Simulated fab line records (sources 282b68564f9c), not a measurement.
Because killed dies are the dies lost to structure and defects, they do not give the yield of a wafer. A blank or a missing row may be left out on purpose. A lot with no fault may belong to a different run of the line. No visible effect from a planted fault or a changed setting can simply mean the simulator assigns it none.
Which tool is to blame? | flow rit_cmos | Sampling: 14 lots, 42 wafers, 2 of 202 route steps

== WHAT EACH GAUGE READ, for each wafer ==
The record holds no reading of a measuring or inspecting step that can be judged against a usual standard deviation.

== EACH LOT AND THE TOOL THAT RAN IT (in order: tool; ch and the chambers of the sampled wafers; start) ==
lot  | RIT_REOX_OXIDATION_03        | RIT_M1_PROBE_99
L581 | furnace-04 ch 0, day 2 17:13 | -
L582 | furnace-01 ch 0, day 3 00:13 | -
L583 | furnace-01 ch 0, day 3 06:41 | -
L584 | furnace-04 ch 0, day 3 09:56 | -
L585 | furnace-04 ch 0, day 3 12:29 | -
L586 | furnace-04 ch 0, day 3 21:28 | -
L587 | furnace-03 ch 0, day 3 21:50 | -
L588 | furnace-03 ch 0, day 4 02:40 | -
L590 | furnace-03 ch 0, day 4 20:08 | prober-02, day 5 16:29
L596 | furnace-03 ch 0, day 5 18:43 | prober-02, day 6 14:13
L599 | furnace-01 ch 0, day 6 09:59 | prober-01, day 7 05:04
L600 | furnace-04 ch 0, day 6 16:06 | -
L601 | furnace-04 ch 0, day 6 22:43 | -
L602 | furnace-01 ch 0, day 7 00:55 | -
- RIT_REOX_OXIDATION_03: target thk 25.2 nm, ox time 5580 s.
- RIT_M1_PROBE_99

== AS READ BY THE TOOLS THEMSELVES (means over the sampled wafers that have a number; for cases with no such wafer, the mark the record gives instead) ==
RIT_M1_PROBE_99.
lot  | tool      | killed_at_M0_to_M3 | killed_at_contacts | killed_at_front_end | killed_dies | killed_on_rim | killed_open | killed_short
L590 | prober-02 | 0.0                | 0.0                | 93.7                | 93.7        | 20.3          | 2.3         | 1.7
L596 | prober-02 | 0.0                | 0.0                | 103.3               | 103.3       | 31.7          | 2.7         | 2.3
L599 | prober-01 | 0.0                | 0.0                | 7.7                 | 7.7         | 1.3           | 5.0         | 2.7

== THE ANSWER, worked out from the rows above alone ==
Rule: the lots themselves supply what counts as usual. The widest of any qualifying gaps counts: lots, ordered by their means at a reading, are off when they make up no more than a third of the lots, leave a main group of 4 or more, and stand apart from it by 3 or more times the standard deviation of that group's means. If all means in a main group match to the digits the tables above print for the reading, that group is not used. A lot without any number at a reading at which 4 lots or more have one is off too. All remaining lots with rows at the step are treated as sound. Order of review: gauges by route order, followed by the tools' own readings, for which a lot's mean as printed above is used. At the first step where some lot is off, the reading lying furthest off is the one used; lots without a number count as furthest.
Nothing can be told from this: no lot is off at any reading shown.

== WHAT HAD BEEN PUT IN BY THE SIMULATOR ==
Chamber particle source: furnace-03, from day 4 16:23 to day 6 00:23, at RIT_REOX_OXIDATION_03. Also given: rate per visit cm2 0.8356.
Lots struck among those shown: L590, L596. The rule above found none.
